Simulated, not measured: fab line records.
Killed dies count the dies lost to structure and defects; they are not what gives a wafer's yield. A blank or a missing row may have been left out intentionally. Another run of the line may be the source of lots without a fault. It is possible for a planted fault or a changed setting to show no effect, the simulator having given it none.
Struck lot and sound lot, side by side ; flow rit_cmos ; 44 steps out of a route of 202
Sound: wafers L663.3, L663.5, L663.6. Struck: wafer L669.2 (left out: L669.1, L669.4 of the same lot, which were not struck); the cause appears at the end.
Per side, at each step with rows, come the tool, then ch with its chambers, and then its first start. Under that, the readings that differ: sound wafers ; struck wafers ; difference of the means ; sigmas: that difference in standard deviations of wafers without a fault.
alike: words and numbers the same on both sides, and readings whose means are apart by under 2 such deviations; not compared: readings that were withheld, readings missing a value for some wafer, numbers with overlapping values and no deviation given by the record, and bounds like >300 which may hide the same value.
A row with sigmas, a row that says differs or no value, or rows on one side alone: a step with any of these is where the two part. When numbers do not overlap yet have no deviation, they are printed without sigmas and do not part them. A reading missing from all wafers of one side parts the sides only when that side holds two or more wafers.

first, 2 steps without rows for these wafers: RIT_PLDD_PEB_04; RIT_PLDD_DEVELOP_05 (develop time 50 s).
RIT_PLDD_OVL_MEAS_06:
  sound on overlay-01, day 3 10:28; struck on overlay-01, day 4 18:06
  alike: PLDD_OVL
then, 2 steps without rows for these wafers: RIT_PLDD_HARDBAKE_07 (time 60 s); RIT_PLDD_IMPLANT_08.
RIT_PLDD_STRIP_09: strips in O2, time 180 s.
  sound on plasma_asher-04 ch 0,1, day 3 10:50; struck on plasma_asher-03 ch 1, day 4 18:31
reading;sound;struck;difference;sigmas
rf_hours_counter_h (h);- - -;47;no value on the sound wafers;
  alike: drypump_motor_current_A
RIT_PLDD_TW_MEAS_10:
  sound on film_metro-01, day 3 10:59; struck on film_metro-02, day 4 18:42
  alike: PLDD_TW
then, 4 steps without rows for these wafers: RIT_SPACER_CLEAN_00 (cleans in SC1, time 600 s); RIT_SPACER_CLEAN_01 (cleans in dHF, time 30 s); RIT_SPACER_CLEAN_02 (cleans in SC2, time 600 s); RIT_SPACER_CVD_03 (deposits Si3N4 from SiH2Cl2/NH3, target thk 250 nm, time 3300 s).
RIT_SPACER_THK_MEAS_04:
  sound on film_metro-01, day 3 13:20; struck on film_metro-04, day 4 21:02
reading;sound;struck;difference;sigmas
SPACER_NITRIDE_THK (nm);254.1 251.5 252.1;245.3;-7.3;-4
RIT_SPACER_ETCHBACK_05: etches Si3N4 in SF6/CHF3, stops on SiO2, target depth 250 nm, time 240 s.
  sound on rie_diel-03 ch 0,3, day 3 13:23; struck on rie_diel-04 ch 3, day 4 21:06
reading;sound;struck;difference;sigmas
rf_fwd_power_W (W);249.9 250.1 250.4;288.8;+38.7;+53
model.poly-Si_of_GATE_CVD_08.thk_nm (nm);163.9 165.3 163.6;162.8;-1.5;
model.Si3N4_of_SPACER_CVD_03.thk_nm (nm);199.6 198.2 198.2;188.9;-9.8;
  alike: CHF3_flow_sccm, drypump_motor_current_A, oes_product_au, throttle_valve_pct
  not compared: rf_hours_counter_h
then, 6 steps without rows for these wafers: RIT_NSD_HMDS_00 (prime time 60 s); RIT_NSD_COAT_01 (resist thk 1000 nm); RIT_NSD_SOFTBAKE_02 (time 60 s); RIT_NSD_EXPOSE_03 (exposes mask M9, target cd 40700 nm); RIT_NSD_PEB_04; RIT_NSD_DEVELOP_05 (develop time 50 s).
RIT_NSD_OVL_MEAS_06:
  sound on overlay-01, day 3 14:23; struck on overlay-01, day 4 22:06
  alike: NSD_OVL
then, 2 steps without rows for these wafers: RIT_NSD_HARDBAKE_07 (time 60 s); RIT_NSD_IMPLANT_08.
RIT_NSD_STRIP_09: strips in O2, time 180 s.
  sound on plasma_asher-03 ch 0,1, day 3 14:47; struck on plasma_asher-03 ch 0, day 4 22:26
reading;sound;struck;difference;sigmas
rf_hours_counter_h (h);- - -;47;no value on the sound wafers;
  alike: drypump_motor_current_A
RIT_NSD_TW_MEAS_10:
  sound on film_metro-02, day 3 14:55; struck on film_metro-02, day 4 22:37
  alike: NSD_TW
then, 6 steps without rows for these wafers: RIT_PSD_HMDS_00 (prime time 60 s); RIT_PSD_COAT_01 (resist thk 1000 nm); RIT_PSD_SOFTBAKE_02 (time 60 s); RIT_PSD_EXPOSE_03 (exposes mask M10, target cd 40900 nm); RIT_PSD_PEB_04; RIT_PSD_DEVELOP_05 (develop time 50 s).
RIT_PSD_OVL_MEAS_06:
  sound on overlay-01, day 3 15:56; struck on overlay-01, day 4 23:40
  alike: PSD_OVL
then, 2 steps without rows for these wafers: RIT_PSD_HARDBAKE_07 (time 60 s); RIT_PSD_IMPLANT_08.
RIT_PSD_STRIP_09: strips in O2, time 180 s.
  sound on plasma_asher-03 ch 0,1, day 3 16:19; struck on plasma_asher-04 ch 1, day 5 00:00
reading;sound;struck;difference;sigmas
rf_hours_counter_h (h);- - -;40;no value on the sound wafers;
  alike: drypump_motor_current_A
RIT_PSD_TW_MEAS_10:
  sound on film_metro-02, day 3 16:28; struck on film_metro-01, day 5 00:10
  alike: PSD_TW
then, 2 steps without rows for these wafers: RIT_SDANNEAL_CLEAN_00 (cleans in SC1, time 600 s); RIT_SDANNEAL_CLEAN_01 (cleans in dHF, time 30 s).
RIT_SDANNEAL_CLEAN_02: cleans in SC2, time 600 s.
  sound on wet_bench-02 ch 2, day 3 16:52; struck on wet_bench-02 ch 2, day 5 00:25
reading;sound;struck;difference;sigmas
model.poly-Si_of_GATE_CVD_08.thk_nm (nm);159.4 160.8 159.1;158.4;-1.4;
RIT_SDANNEAL_RTA_03: time 5 s.
  sound on rtp_anneal-02 ch 0, day 3 17:04; struck on rtp_anneal-02 ch 0, day 5 00:36
  alike: wafer_temp_C_max
RIT_SDANNEAL_RS_MEAS_04: measurement is done with a four-point probe.
  sound on film_metro-01, day 3 17:08; struck on film_metro-01, day 5 00:40
  alike: PSD_RS
RIT_SDANNEAL_RS_MEAS_05: measurement is done with a four-point probe.
  sound on film_metro-01, day 3 17:16; struck on film_metro-01, day 5 00:47
  alike: NSD_RS
RIT_SDANNEAL_RS_MEAS_06: measurement is done with a four-point probe.
  sound on film_metro-01, day 3 17:23; struck on film_metro-01, day 5 00:54
  alike: PLDD_RS
RIT_SILICIDE_WET_ETCH_00: etches SiO2 in BOE, target depth 14 nm, time 15 s.
  sound on wet_bench-04 ch 0, day 3 17:35; struck on wet_bench-01 ch 1, day 5 01:08
reading;sound;struck;difference;sigmas
model.Si3N4_of_SPACER_CVD_03.thk_nm (nm);198.4 197 197;187.8;-9.7;
RIT_M1_PROBE_99:
  sound on prober-01, day 4 00:29; struck on prober-01, day 5 08:15
reading;sound;struck;difference;sigmas
model.etest.pmos_0p15.r_on_ohm_um;2547 2666 2628;2888;+274;
model.etest.nmos_0p15.r_on_ohm_um;1075 1112 1111;1217;+118;
model.etest.nmos_0p3.r_on_ohm_um;2094 2119 2074;2231;+135;
model.etest.nplus_sal.width_nm (nm);3432 3430 3443;3466;+31;
model.etest.pplus_sal.width_nm (nm);3440 3434 3467;3470;+23;
model.etest.pwell_pinched.rs_ohm_sq;452.8 445.5 451.6;478.8;+28.8;
model.etest.nwell_pinched.rs_ohm_sq;337.7 337.6 336.7;354.4;+17.1;
  alike: killed_at_front_end, killed_dies, killed_open, killed_short
  not compared: model.etest.ppoly_line.rs_ohm_sq

WHERE THEY PART
Last at RIT_PSD_STRIP_09 as far as this record goes, first at RIT_PLDD_STRIP_09. Later steps at which nothing parts them and some readings are alike: RIT_PSD_TW_MEAS_10, RIT_SDANNEAL_RTA_03, RIT_SDANNEAL_RS_MEAS_04, RIT_SDANNEAL_RS_MEAS_05, RIT_SDANNEAL_RS_MEAS_06, RIT_M1_PROBE_99.

WHY: what had been put in by the simulator
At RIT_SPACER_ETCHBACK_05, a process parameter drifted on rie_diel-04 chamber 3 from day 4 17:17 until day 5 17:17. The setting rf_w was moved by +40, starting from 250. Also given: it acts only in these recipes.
